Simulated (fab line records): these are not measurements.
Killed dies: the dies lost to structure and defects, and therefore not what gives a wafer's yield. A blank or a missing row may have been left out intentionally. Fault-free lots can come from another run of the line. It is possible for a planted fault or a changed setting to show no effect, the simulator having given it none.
Problem report in the 8D (eight disciplines) form, filled by code || flow rit-cmos || the parts of the form that need people (team, actions taken, sign-off) are left out

## 1. THE PROBLEM
beam-energy-keV at RIT_NRETRO_IMPLANT_08 reads a mean of 75.104 on 9 wafers of 3 lots; wafers without a fault read 69.998 with a standard deviation of 0.024. So: +99 or more standard deviations from the usual mean.
First seen on wafer L552.3, day 5 18:37, on implanter-03. The record holds 21 wafers of 7 lots with a number at this step. Rule for "out", or "out of limits": more than 4 standard deviations from the usual mean. The rest of the wafers with a number are treated as sound.

## 2. WHAT IT IS AND WHAT IT IS NOT
{"question": "which readings at this step", "is": "beam-energy-keV", "is not": "-"}
{"question": "which lots", "is": "L552, L554, L556", "is not": "L540, L542, L555, L558"}
{"question": "which wafers of those lots", "is": "all that have a number", "is not": "-"}
{"question": "read on which tools", "is": "implanter-03", "is not": "implanter-02, implanter-04"}
{"question": "when", "is": "from day 5 18:37", "is not": "up to then (6 sound wafers); but 6 sound wafers of L555, L558 came after"}

## 3. SUSPECTS, AND WHAT RULES EACH OUT
Counting: any tool at a process step up to the reading is kept as a suspect provided that every lot that is out went through it and no sound lot did after the first of them.
- implanter-03 at RIT_NRETRO_IMPLANT_08: kept. It ran every lot that is out, first L552 (day 5 18:37), and no sound lot after that; its last sound lot up to then is L540 (day 3 06:47). Its own readings are out on those wafers: beam-energy-keV.
After counting, what remains is implanter-03 at RIT_NRETRO_IMPLANT_08.

## 4. THE CAUSE (what the simulator had put in)
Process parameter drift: implanter-03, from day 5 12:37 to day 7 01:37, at RIT_NRETRO_IMPLANT_08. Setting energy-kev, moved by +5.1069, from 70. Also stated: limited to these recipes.
After counting, this tool was the only one left.

## 5. THE EFFECT CHAIN, in route order
Each row: a reading whose mean over the struck wafers that have a number lies more than 3 standard deviations from the usual. Only readings whose record carries a usual standard deviation are examined. hours: median over the lots of the time between each lot's start at the first step of this table that gives one and its start at this step. sigmas: the change, counted in usual standard deviations.
{"hours": 0, "step": "RIT_NRETRO_IMPLANT_08", "reading": "beam-energy-keV", "usual": 69.998, "on struck wafers": 75.104, "change": "+5.106", "sigmas": "+99 or more"}
The process steps in it:
- RIT_NRETRO_IMPLANT_08

## 6. WHAT WOULD HAVE CAUGHT IT SOONER
The fault began at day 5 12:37; the first out-of-limits reading in this record came at day 5 18:37, 6 hours later.
